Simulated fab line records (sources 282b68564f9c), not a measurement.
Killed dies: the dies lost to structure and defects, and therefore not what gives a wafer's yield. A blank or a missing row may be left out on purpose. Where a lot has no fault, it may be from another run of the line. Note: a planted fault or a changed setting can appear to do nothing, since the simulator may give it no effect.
fab line records    flow rit-cmos
[record] lots = 15  wafers = 45  last-day = 8
route steps=202 shown NRETRO@56
lots untouched by any fault: they come from a run of this same line in which no faults occurred
start-h: the number of hours between the record's first day and the start of the first shown wafer of the lot    wait-h: hours since the lot's step before    " same as the row above    L1.1+2: a row that stands for several wafers    - no value, or no start given    * or withheld: withheld    < > ~ a bound
route shown NAME@n: names a module that has steps shown in the file, with the first one's number in the route    usual: mean/standard deviation of fault-free wafers    same: alike in all rows    chamber/n: place in a boat    sites: per-site readings    _std_site: standard deviation across them    _edge_site: the outer-site mean with the inner-site mean subtracted    radius-mm: how far each site lies from the wafer's centre    mask NAME#n: copy n    behind: the last tool/chamber to shape the wafer    hold: why the lot went on hold/how many hours it stayed there/how the hold came to an end    device: the n, p or np transistor that did not switch    end of line: at the end of the route, the tests of the same wafers    a step given without rows: its recipe and nothing more    killed: count of dies lost to structure and defects at first sort (not the wafer's yield)    map: shows each die of a wafer: x if killed, . if not, _ if none is there
set.NAME: the run value of the setting; set.NAME@STEP: its run value at that earlier step    model.NAME: the simulator's own value behind a step, which no gauge read
the route's steps for a sample of lots (tables are steps, rows are wafers)
services: the hour from which a tool's chamber was out of use, counted from the record's first day as start-h (under 0 if before that day), plus the number of hours and why
[[steps]]
[step RIT_NRETRO_EXPOSE_03]
[recipe] mask-id = M4  na = 0.57  target-cd-nm = 43900  dose-mj = 250
[usual] exposure-dose-mJ-cm2 = 250.02/0.23
lot.wafer  tool              chamber  start-h  wait-h  mask  exposure-dose-mJ-cm2
L553.2     iline-stepper-02  0        50.47    0.1     M4#0  249.91
L553.3     "                 0        "        "       M4#0  250.56
L553.4     "                 0        "        "       M4#0  249.97
L555.2     iline-stepper-01  0        62.39    0.1     M4#0  249.82
L555.3     "                 0        "        "       M4#0  250.09
L555.5     "                 0        "        "       M4#0  249.75
L556.1     iline-stepper-02  0        65.35    0.3     M4#0  249.84
L556.4     "                 0        "        "       M4#0  249.94
L556.5     "                 0        "        "       M4#0  250.08
L557.2     iline-stepper-01  0        70.45    0.2     M4#0  249.80
L557.4     "                 0        "        "       M4#0  249.72
L557.6     "                 0        "        "       M4#0  250.07
L558.2     iline-stepper-02  0        73.77    0.2     M4#0  250.16
L558.3     "                 0        "        "       M4#0  250.12
L558.4     "                 0        "        "       M4#0  250.49
L560.3     iline-stepper-01  0        81.47    0.1     M4#0  250.36
L560.5     "                 0        "        "       M4#0  250.60
L560.6     "                 0        "        "       M4#0  249.83
L563.1     iline-stepper-02  0        99.59    0.2     M4#0  250.21
L563.2     "                 0        "        "       M4#0  250.37
L563.3     "                 0        "        "       M4#0  250.11
L564.3     iline-stepper-02  0        100.67   0.1     M4#0  250.11
L564.5     "                 0        "        "       M4#0  250.33
L564.6     "                 0        "        "       M4#0  249.93
L565.1     iline-stepper-02  0        109.28   0.2     M4#0  249.95
L565.3     "                 0        "        "       M4#0  249.79
L565.5     "                 0        "        "       M4#0  249.71
L566.4     iline-stepper-01  0        113.26   0.2     M4#0  250.10
L566.5     "                 0        "        "       M4#0  249.94
L566.6     "                 0        "        "       M4#0  250.09
L567.4     iline-stepper-01  0        115.09   0.1     M4#0  250.04
L567.5     "                 0        "        "       M4#0  250.15
L567.6     "                 0        "        "       M4#0  250.02
L570.2     iline-stepper-01  0        132.36   0.1     M4#0  249.83
L570.3     "                 0        "        "       M4#0  250.01
L570.5     "                 0        "        "       M4#0  250.46
L571.2     iline-stepper-01  0        137.48   0.1     M4#0  249.84
L571.4     "                 0        "        "       M4#0  249.73
L571.5     "                 0        "        "       M4#0  250.05
L572.4     iline-stepper-01  0        140.73   0.1     M4#0  249.93
L572.5     "                 0        "        "       M4#0  249.82
L572.6     "                 0        "        "       M4#0  249.64
L573.2     iline-stepper-01  0        147.04   0.1     M4#0  250.07
L573.3     "                 0        "        "       M4#0  250.46
L573.4     "                 0        "        "       M4#0  250.61
[step RIT_NRETRO_OVL_MEAS_06]
[usual] NRETRO_OVL = -1.4/1.3
lot.wafer  tool        chamber  start-h  wait-h  NRETRO_OVL[nm]
L553.2     overlay-02  -        51.02    -       -2.2
L553.3     "           -        "        "       -1.7
L553.4     "           -        "        "       -2.8
L555.2     overlay-02  -        62.80    -       -1.8
L555.3     "           -        "        "       -1.5
L555.5     "           -        "        "       -1.6
L556.1     overlay-02  -        65.78    -       -3.6
L556.4     "           -        "        "       -2.8
L556.5     "           -        "        "       -2.5
L557.2     overlay-01  -        70.94    -       -1.5
L557.4     "           -        "        "       -0.8
L557.6     "           -        "        "       -3.0
L558.2     overlay-02  -        74.19    -       -2.9
L558.3     "           -        "        "       -2.3
L558.4     "           -        "        "       -1.9
L560.3     overlay-01  -        81.88    -       -3.8
L560.5     "           -        "        "       -2.2
L560.6     "           -        "        "       -3.7
L563.1     overlay-02  -        100.02   -       418.0
L563.2     "           -        "        "       420.5
L563.3     "           -        "        "       418.8
L564.3     overlay-01  -        101.07   -       420.1
L564.5     "           -        "        "       418.2
L564.6     "           -        "        "       418.4
L565.1     overlay-01  -        109.71   -       417.6
L565.3     "           -        "        "       419.3
L565.5     "           -        "        "       419.8
L566.4     overlay-02  -        113.65   -       -2.0
L566.5     "           -        "        "       0.8
L566.6     "           -        "        "       0.7
L567.4     overlay-01  -        115.52   -       -1.6
L567.5     "           -        "        "       -0.4
L567.6     "           -        "        "       -1.4
L570.2     overlay-02  -        132.78   -       -0.5
L570.3     "           -        "        "       0.5
L570.5     "           -        "        "       -0.8
L571.2     overlay-02  -        137.89   -       -0.5
L571.4     "           -        "        "       -1.5
L571.5     "           -        "        "       -0.2
L572.4     overlay-02  -        141.12   -       -2.4
L572.5     "           -        "        "       -2.4
L572.6     "           -        "        "       -1.1
L573.2     overlay-01  -        147.45   -       2.2
L573.3     "           -        "        "       0.1
L573.4     "           -        "        "       1.4
[[services]]
tool              chamber  start-h  hours  kind
iline-stepper-02  -        39.52    1.7    pm
iline-stepper-01  -        64.65    1.1    repair
[[key]]
[first-sign] step = RIT_NRETRO_OVL_MEAS_06  reading = NRETRO_OVL  direction = up  sigmas = 99+  usual = -1.4  struck = 419.0
effect none on later readings
met-at RIT_NRETRO_EXPOSE_03
struck-lots L563,L564,L565
tester-left-out L563,L564,L565
onset-between 73.77 99.59
[fault] kind = scanner-matching-overlay  tool = iline-stepper-02  chamber = -  onset-h = 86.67  steps = RIT_NRETRO_EXPOSE_03  offset = 420
// tester-left-out: of these lots the tester's yield and bins aren't shown, on N5 and GAA mostly nor the transistor test; their killed dies are dies lost to structure and defects alone, not to doping, threshold or leakage, so they don't give the yield
